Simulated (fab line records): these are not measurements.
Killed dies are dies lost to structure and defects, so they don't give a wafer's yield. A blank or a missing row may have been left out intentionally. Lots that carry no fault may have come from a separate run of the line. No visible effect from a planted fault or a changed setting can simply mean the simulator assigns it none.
A lot that was struck, set against a sound lot    flow rit cmos    42 steps out of a route of 202
Sound: these wafers, L807.1, L807.4, L807.5. Struck: wafer L815.4 (left out: L815.2, L815.6 of the same lot, which were not struck); the cause appears at the end.
Order at every step that has rows: each side's tool, ch and its chambers, its first start. Under that, the readings that differ: sound wafers    struck wafers    difference of the means    sigmas: that difference in standard deviations of wafers without a fault.
alike: same words and numbers on both sides, and readings whose means sit less than 2 such deviations apart. not compared: any withheld reading, any reading some wafer has no value for, any bound like >300 that may hide the same value, and any number with overlapping values for which the record gives no deviation.
Wherever a step has rows on one side only, a row that says differs or no value, or a row with sigmas, the two part there. When numbers do not overlap yet have no deviation, they are printed without sigmas and do not part them. A reading missing from all wafers of one side parts the sides only when that side holds two or more wafers.

RIT_GATE_THK_MEAS_07:
  sound on film metro-03 at day 3 04:50; struck on film metro-03 at day 4 17:47
  alike: GATE_OXIDE_THK
then, 1 step without rows for these wafers: RIT_GATE_CVD_08 (deposits poly-Si from SiH4, target thk 250 nm, time 2220 s).
RIT_GATE_THK_MEAS_09:
  sound on film metro-01 at day 3 07:20; struck on film metro-04 at day 4 21:59
reading             sound              struck  difference  sigmas
GATE_POLY_THK (nm)  244.8 246.7 246.6  251.4   +5.4        +2
then, 6 steps without rows for these wafers: RIT_GATE_HMDS_10 (prime time 60 s); RIT_GATE_COAT_11 (resist thk 850 nm); RIT_GATE_SOFTBAKE_12 (time 60 s); RIT_GATE_EXPOSE_13 (exposes mask M6, target cd 150 nm); RIT_GATE_PEB_14; RIT_GATE_DEVELOP_15 (develop time 50 s).
RIT_GATE_CD_MEAS_16: target cd 150 nm.
  sound on cd sem-01 at day 3 08:14; struck on cd sem-02 at day 4 23:16
  alike: cd nm
RIT_GATE_OVL_MEAS_17:
  sound on overlay-02 at day 3 08:22; struck on overlay-02 at day 4 23:23
  alike: GATE_OVL
then, 1 step without rows for these wafers: RIT_GATE_HARDBAKE_18 (time 60 s).
RIT_GATE_ETCH_19: etches poly-Si in SF6/CHF3/O2, stops on SiO2, time 165 s, target depth 312.5 nm.
  sound on rie si-02 ch 0,1, day 3 08:32; struck on rie si-02 ch 1, day 4 23:37
reading                                    sound              struck  difference  sigmas
model.NOVOLAK_of_GATE_COAT_11.thk nm (nm)  670.7 672 669.6    692.2   +21.4       
model.etch.depth nm (nm)                   244.7 246.7 246.7  235.4   -10.6       
model.GATE.feature depth nm (nm)           244.7 246.7 246.7  235.4   -10.6       
  alike: drypump motor current A, oes product au, throttle valve pct
  not compared: rf hours counter h
RIT_GATE_STRIP_20: strips in O2, time 180 s.
  sound on plasma asher-04 ch 0,1, day 3 08:39; struck on plasma asher-01 ch 0, day 4 23:43
  alike: drypump motor current A
  not compared: rf hours counter h
RIT_GATE_CD_MEAS_90: target cd 150 nm.
  sound on cd sem-01 at day 3 08:50; struck on cd sem-02 at day 4 23:55
  alike: cd nm
then, 4 steps without rows for these wafers: RIT_REOX_CLEAN_00 (cleans in SC1, time 600 s); RIT_REOX_CLEAN_01 (cleans in dHF, time 30 s); RIT_REOX_CLEAN_02 (cleans in SC2, time 600 s); RIT_REOX_OXIDATION_03 (target thk 25.2 nm, ox time 5580 s).
RIT_REOX_THK_MEAS_04:
  the record has rows for the sound wafers here (film metro-02, day 3 13:07) and none for the struck ones
then, 6 steps without rows for these wafers: RIT_NLDD_HMDS_00 (prime time 60 s); RIT_NLDD_COAT_01 (resist thk 1000 nm); RIT_NLDD_SOFTBAKE_02 (time 60 s); RIT_NLDD_EXPOSE_03 (exposes mask M7, target cd 40700 nm); RIT_NLDD_PEB_04; RIT_NLDD_DEVELOP_05 (develop time 50 s).
RIT_NLDD_OVL_MEAS_06:
  the record has rows for the sound wafers here (overlay-01, day 3 14:01) and none for the struck ones
then, 2 steps without rows for these wafers: RIT_NLDD_HARDBAKE_07 (time 60 s); RIT_NLDD_IMPLANT_08.
RIT_NLDD_STRIP_09: strips in O2, time 180 s.
  the record has rows for the sound wafers here (plasma asher-04 ch 0, day 3 14:21) and none for the struck ones
RIT_NLDD_TW_MEAS_10:
  the record has rows for the sound wafers here (film metro-02, day 3 14:32) and none for the struck ones
then, 6 steps without rows for these wafers: RIT_PLDD_HMDS_00 (prime time 60 s); RIT_PLDD_COAT_01 (resist thk 1000 nm); RIT_PLDD_SOFTBAKE_02 (time 60 s); RIT_PLDD_EXPOSE_03 (exposes mask M8, target cd 40900 nm); RIT_PLDD_PEB_04; RIT_PLDD_DEVELOP_05 (develop time 50 s).
RIT_PLDD_OVL_MEAS_06:
  the record has rows for the sound wafers here (overlay-01, day 3 15:26) and none for the struck ones
then, 2 steps without rows for these wafers: RIT_PLDD_HARDBAKE_07 (time 60 s); RIT_PLDD_IMPLANT_08.
RIT_PLDD_STRIP_09: strips in O2, time 180 s.
  the record has rows for the sound wafers here (plasma asher-02 ch 0,1, day 3 15:46) and none for the struck ones
RIT_PLDD_TW_MEAS_10:
  the record has rows for the sound wafers here (film metro-03, day 3 15:57) and none for the struck ones

## WHERE THEY PART
At RIT_GATE_THK_MEAS_09 first; at RIT_PLDD_TW_MEAS_10 last (within this record only).

WHY: whatever the simulator had introduced
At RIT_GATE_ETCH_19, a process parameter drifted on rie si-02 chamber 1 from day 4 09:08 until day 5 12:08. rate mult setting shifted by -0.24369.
